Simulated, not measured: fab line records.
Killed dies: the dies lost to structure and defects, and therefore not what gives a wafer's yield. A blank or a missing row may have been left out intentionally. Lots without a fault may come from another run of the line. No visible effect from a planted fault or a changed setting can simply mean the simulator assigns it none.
Which of the tools did it? -- flow berkeleyCmos170 -- Sampling: 15 lots, 45 wafers, 6 of 331 route steps

## WHAT EACH GAUGE READ, for each wafer
UCB170_PLDD_TW_MEAS_11. Usual: PLDD_TW gives 1012 (standard deviation 5.8).
lot,measured,on,PLDD_TW,flag
L733,day 7 03:29,filmMetro-03,1003 1007 1005,
L734,day 7 14:23,filmMetro-04,1011 1018 1017,
L737,day 8 06:16,filmMetro-03,1013 1014 1006,
L738,day 8 16:08,filmMetro-04,1007 1006 1004,
L739,day 9 00:29,filmMetro-02,1017 1017 1016,
L745,day 9 16:15,filmMetro-03,1013 1011 1011,
L744,day 9 16:35,filmMetro-04,1020 1013 1024,
L746,day 10 04:27,filmMetro-02,1014 1013 1019,
L748,day 10 04:51,filmMetro-02,1017 1020 1021,
L747,day 10 05:05,filmMetro-03,1001 1007 1006,
L751,day 11 04:06,filmMetro-04,1013 1013 1012,
L749,day 11 04:22,filmMetro-03,1002 1005 1009,
L752,day 11 10:32,filmMetro-04,1021 1018 1013,
L755,day 12 12:40,filmMetro-03,1002 1004 998,
L756,day 12 13:13,filmMetro-02,1013 1017 1008,

UCB170_CONTACT_CD_MEAS_90: target cd 700 nm. Usual: cdNm reads 700.3 nm (standard deviation 1.6).
lot,measured,on,cdNm (nm),flag
L733,day 7 23:46,cdSem-01,701.4 702.9 702.0,
L734,day 8 09:20,cdSem-01,697.8 696.5 701.1,
L737,day 9 03:29,cdSem-02,700.7 700.1 699.3,
L738,day 9 10:31,cdSem-01,701.9 700.4 700.7,
L739,day 9 19:47,cdSem-01,702.2 699.8 700.5,
L745,day 10 10:59,cdSem-02,698.1 697.3 699.5,
L744,day 10 12:40,cdSem-02,699.0 698.9 697.3,
L746,day 10 23:49,cdSem-02,701.5 700.9 699.9,
L748,day 10 23:18,cdSem-01,699.3 700.6 700.8,
L747,day 11 01:14,cdSem-02,699.8 699.3 702.0,
L751,day 12 02:35,cdSem-02,698.7 701.2 700.3,
L749,day 12 02:42,cdSem-02,698.3 699.0 698.3,
L752,day 12 04:57,cdSem-02,702.7 704.1 701.9,
L755,day 13 06:31,cdSem-02,700.2 699.9 700.0,
L756,day 13 09:36,cdSem-02,701.0 698.5 699.5,

UCB170_M1_CD_MEAS_90: target cd 700 nm. Usual: cdNm reads 701.1 nm (standard deviation 2.9).
lot,measured,on,cdNm (nm),flag
L733,day 8 01:46,cdSem-01,700.3 698.5 698.8,
L734,day 8 11:11,cdSem-01,700.3 702.5 700.3,
L737,day 9 05:17,cdSem-02,- - -,OFF
L738,day 9 12:31,cdSem-01,- - -,OFF
L739,day 9 21:38,cdSem-02,- - -,OFF
L745,day 10 12:49,cdSem-01,704.3 703.8 703.5,
L744,day 10 15:16,cdSem-02,700.3 702.5 705.1,
L746,day 11 02:13,cdSem-02,696.8 697.4 703.4,
L748,day 11 01:58,cdSem-01,698.3 698.4 698.6,
L747,day 11 03:13,cdSem-01,704.5 700.0 700.6,
L751,day 12 04:23,cdSem-01,702.0 700.7 701.0,
L749,day 12 04:34,cdSem-01,695.7 699.6 705.3,
L752,day 12 07:02,cdSem-02,700.1 702.5 702.4,
L755,day 13 08:39,cdSem-02,708.4 707.4 707.5,
L756,day 13 12:53,cdSem-02,703.1 701.1 703.3,

## TOOL THAT RAN EACH LOT (tool first, then ch and the chambers of the sampled wafers, then the start)
lot,UCB170_CONTACT_RTA_08,UCB170_M1_ETCH_11,UCB170_M1_METAL_ETCH_12
L733,"rtpAnneal-02 ch 0, day 7 22:26","rieDiel-03 ch 2,3, day 8 01:30","rieMetal-02 ch 0,1, day 8 01:32"
L734,"rtpAnneal-02 ch 0, day 8 07:40","rieDiel-03 ch 1,2,3, day 8 10:55","rieMetal-02 ch 0,1, day 8 10:58"
L737,"rtpAnneal-01 ch 0, day 9 01:40","rieDiel-03 ch 1,2,3, day 9 04:59","rieMetal-01 ch 0,1, day 9 05:02"
L738,"rtpAnneal-02 ch 0, day 9 09:04","rieDiel-01 ch 1,2,3, day 9 12:14","rieMetal-02 ch 0,1, day 9 12:17"
L739,"rtpAnneal-01 ch 0, day 9 18:19","rieDiel-04 ch 0,1,3, day 9 21:19","rieMetal-02 ch 0,1, day 9 21:21"
L745,"rtpAnneal-01 ch 0, day 10 09:14","rieDiel-01 ch 0,1,3, day 10 12:32","rieMetal-01 ch 0,1, day 10 12:35"
L744,"rtpAnneal-01 ch 0, day 10 11:02","rieDiel-01 ch 0,2,3, day 10 14:59","rieMetal-02 ch 0,1, day 10 15:02"
L746,"rtpAnneal-01 ch 0, day 10 22:29","rieDiel-03 ch 2,3, day 11 01:56","rieMetal-03 ch 0,1, day 11 01:58"
L748,"rtpAnneal-02 ch 0, day 10 21:58","rieDiel-01 ch 0,1,3, day 11 01:42","rieMetal-01 ch 0,1, day 11 01:44"
L747,"rtpAnneal-02 ch 0, day 10 23:45","rieDiel-01 ch 2,3, day 11 02:56","rieMetal-02 ch 0,1, day 11 02:59"
L751,"rtpAnneal-02 ch 0, day 12 01:15","rieDiel-01 ch 0,1, day 12 04:07","rieMetal-02 ch 0,1, day 12 04:09"
L749,"rtpAnneal-01 ch 0, day 12 01:15","rieDiel-03 ch 0,3, day 12 04:17","rieMetal-03 ch 0,1, day 12 04:20"
L752,"rtpAnneal-02 ch 0, day 12 03:36","rieDiel-04 ch 0,1, day 12 06:43","rieMetal-01 ch 0,1, day 12 06:49"
L755,"rtpAnneal-02 ch 0, day 13 05:02","rieDiel-04 ch 0,1,3, day 13 08:19","rieMetal-01 ch 0,1, day 13 08:21"
L756,"rtpAnneal-02 ch 0, day 13 07:43","rieDiel-03 ch 0,2, day 13 12:35","rieMetal-03 ch 0,1, day 13 12:38"
- UCB170_CONTACT_RTA_08: time 9.507 s.
- UCB170_M1_ETCH_11: etches BARC in N2/H2.
- UCB170_M1_METAL_ETCH_12: etches Al in Cl2/BCl3, stops on PSG, target depth 780 nm, time 130 s.

## AS READ BY THE TOOLS THEMSELVES (means over the sampled wafers that have a number; for cases with no such wafer, the mark the record gives instead)
UCB170_CONTACT_RTA_08. Usual: lampPowerPct 28.9 %, standard deviation 1.1; wafer_temp_C_max 905.6, standard deviation 0.93.
lot,tool,lampPowerPct (%),wafer_temp_C_max,flag
L733,rtpAnneal-02,29.8,905.7,
L734,rtpAnneal-02,29.8,905.8,
L737,rtpAnneal-01,27.6,906.1,
L738,rtpAnneal-02,29.8,905.4,
L739,rtpAnneal-01,27.6,905.7,
L745,rtpAnneal-01,27.6,907.0,
L744,rtpAnneal-01,27.6,905.1,
L746,rtpAnneal-01,27.6,906.2,
L748,rtpAnneal-02,29.8,905.2,
L747,rtpAnneal-02,29.8,904.9,
L751,rtpAnneal-02,29.8,906.5,
L749,rtpAnneal-01,27.6,905.2,
L752,rtpAnneal-02,29.8,905.3,
L755,rtpAnneal-02,29.8,904.8,
L756,rtpAnneal-02,29.8,905.8,

UCB170_M1_ETCH_11. Usual: biasW 100.0 W, standard deviation 0.31; chamberPressureMTorr 30.004 mTorr, standard deviation 0.028; drypumpMotorCurrentA 5.7 A, standard deviation 0.42; oesProductAu 1.009 a.u., standard deviation 0.022; throttleValvePct 13.33 %, standard deviation 0.2.
lot,tool,biasW (W),chamberPressureMTorr (mTorr),drypumpMotorCurrentA (A),oesProductAu (a.u.),throttleValvePct (%),flag
L733,rieDiel-03,99.9,30.027,5.8,0.995,13.31,
L734,rieDiel-03,100.5,30.007,5.7,1.020,13.41,
L737,rieDiel-03,-,-,-,-,-,OFF
L738,rieDiel-01,-,-,-,-,-,OFF
L739,rieDiel-04,-,-,-,-,-,OFF
L745,rieDiel-01,99.9,29.999,5.8,0.988,13.32,
L744,rieDiel-01,99.8,29.995,5.4,1.004,13.25,
L746,rieDiel-03,100.0,30.000,5.9,1.012,13.41,
L748,rieDiel-01,100.0,30.015,5.8,0.997,13.32,
L747,rieDiel-01,100.0,30.001,5.5,1.006,13.07,
L751,rieDiel-01,100.5,30.032,5.9,0.974,13.44,
L749,rieDiel-03,99.9,29.993,6.1,1.005,13.37,
L752,rieDiel-04,99.7,29.982,5.4,1.004,13.32,
L755,rieDiel-04,100.0,30.015,5.7,1.013,13.23,
L756,rieDiel-03,99.5,30.016,6.1,1.026,13.53,

UCB170_M1_METAL_ETCH_12. Usual: bcl3FlowSccm 45.02 sccm, standard deviation 0.14; biasW 120.0 W, standard deviation 0.34; drypumpMotorCurrentA 5.4 A, standard deviation 0.35; oesProductAu 0.853 a.u., standard deviation 0.015; throttleValvePct 24.56 %, standard deviation 0.13.
lot,tool,bcl3FlowSccm (sccm),biasW (W),drypumpMotorCurrentA (A),oesProductAu (a.u.),throttleValvePct (%),flag
L733,rieMetal-02,45.05,120.1,5.1,0.835,24.46,
L734,rieMetal-02,45.01,119.9,5.1,0.839,24.46,
L737,rieMetal-01,45.09,120.1,5.3,0.376,24.83,OFF
L738,rieMetal-02,45.00,120.0,5.3,0.371,24.77,OFF
L739,rieMetal-02,45.09,120.2,5.1,0.371,24.69,OFF
L745,rieMetal-01,45.14,120.4,5.2,0.844,24.60,
L744,rieMetal-02,44.98,120.3,5.3,0.849,24.54,
L746,rieMetal-03,45.01,119.5,5.8,0.871,24.60,
L748,rieMetal-01,45.04,120.1,5.2,0.852,24.59,
L747,rieMetal-02,45.10,119.9,5.1,0.842,24.46,
L751,rieMetal-02,44.89,119.9,5.3,0.852,24.53,
L749,rieMetal-03,45.09,119.7,5.8,0.868,24.61,
L752,rieMetal-01,45.09,120.1,5.3,0.857,24.67,
L755,rieMetal-01,45.16,119.9,5.2,0.860,24.67,
L756,rieMetal-03,45.02,119.9,5.9,0.863,24.55,

## THE ANSWER, worked out from the rows above alone
Rule: a lot is off if the mean of its wafers that have a number lies more than 3 standard deviations from the usual mean. Also off: a lot with no number at a reading for which 4 or more lots have one. The other lots that the step has rows for count as sound. The gauges are gone through in route order, then the tools' own readings, and for those a lot's mean is taken as printed above. At the first step where some lot is off, the reading lying furthest off is the one used; lots without a number count as furthest.
Off: L737, L738, L739, at UCB170_M1_CD_MEAS_90 (cdNm). Without a number there: L737, L738, L739.
A tool fits if, at a process step before that reading, it ran every lot that is off, and no sound lot after the first of them. The gauges at UCB170_M1_CD_MEAS_90 aren't tried: what is off there is off at UCB170_M1_ETCH_11 too, on other tools, and a gauge's error can't cause that. No candidate that was tried fits.

## WHAT THE SIMULATOR PUT IN
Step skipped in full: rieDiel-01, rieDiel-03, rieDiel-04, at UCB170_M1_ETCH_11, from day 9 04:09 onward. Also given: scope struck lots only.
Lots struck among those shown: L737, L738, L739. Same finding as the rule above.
